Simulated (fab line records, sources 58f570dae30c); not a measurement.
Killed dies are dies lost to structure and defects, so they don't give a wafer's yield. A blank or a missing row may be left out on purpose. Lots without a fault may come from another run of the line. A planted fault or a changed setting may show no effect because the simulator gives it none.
Problem report in the 8D (eight disciplines) form, filled by code | flow berkeley_cmos170 | the parts of the form that need people (team, actions taken, sign-off) are left out

1. THE PROBLEM
ACTIVE_OXIDE_THK at UCB170_ACTIVE_THK_MEAS_03 reads a mean of 37.4 nm on 6 wafers of 2 lots; wafers without a fault read 26.2 nm with a standard deviation of 0.55. That is +20 standard deviations from the usual mean.
First seen on wafer L244.1, day 6 21:48, on film_metro-03. The record holds 42 wafers of 14 lots with a number at this step. Rule for "out", or "out of limits": more than 4 standard deviations from the usual mean. The other wafers with a number count as sound.

2. WHAT IT IS AND WHAT IT IS NOT
question                    | is                           | is not
which readings at this step | ACTIVE_OXIDE_THK             | -
which lots                  | L244, L246                   | L232, L235, L236, L237, L238, L239, L242, L247, L249, L250, L252, L255
which wafers of those lots  | all that have a number       | -
read on which gauges        | film_metro-02, film_metro-03 | film_metro-04
when                        | from day 6 21:48             | up to then (21 sound wafers); but 15 sound wafers of L247, L249, L250, L252, L255 came after

3. SUSPECTS, AND WHAT RULES EACH OUT
Counting: a tool at a process step up to the reading stays a suspect if it ran every lot that is out and no sound lot after the first of them.
- the gauge at UCB170_ACTIVE_THK_MEAS_03: ruled out. The wafers that are out were read on 2 gauges (film_metro-02, film_metro-03).
- furnace-04 at UCB170_ACTIVE_OXIDATION_02 (target thk 26.4 nm, ox time 1260 s): kept. It ran every lot that is out, first L244 (day 6 20:27), and no sound lot after that; its last sound lot up to then is L242 (day 6 16:25).
Left after counting: furnace-04 at UCB170_ACTIVE_OXIDATION_02.

4. THE CAUSE (what the simulator had put in)
Process parameter drift: furnace-04, from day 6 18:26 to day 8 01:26, at UCB170_ACTIVE_OXIDATION_02. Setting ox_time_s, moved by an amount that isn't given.
Counting left only this tool.

5. THE CHAIN OF EFFECTS, in route order
Each row: a reading whose mean over the struck wafers that have a number lies more than 3 standard deviations from the usual. Only readings for which the record gives a usual standard deviation are gone through. hours: the time from each lot's start at the first step in this table that gives one to its start at this step, as a median over the lots. sigmas: the change in usual standard deviations.
hours | step                      | reading          | usual   | on struck wafers | change | sigmas
0     | UCB170_ACTIVE_THK_MEAS_03 | ACTIVE_OXIDE_THK | 26.2 nm | 37.4             | +11.2  | +20

6. WHAT WOULD HAVE CAUGHT IT SOONER
In this record the first reading out of limits at a measuring or inspecting step was taken at day 6 21:48, 3 hours after the fault began at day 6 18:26.
Of the tool readings at UCB170_ACTIVE_OXIDATION_02 for which the record gives a usual standard deviation, none was out on any struck wafer, so an alarm limit of 4 standard deviations on them would not have fired.
All the lots that are out (2) had begun UCB170_ACTIVE_OXIDATION_02 on furnace-04 by day 6 21:48. A hold on the tool at that time would have spared none of them.
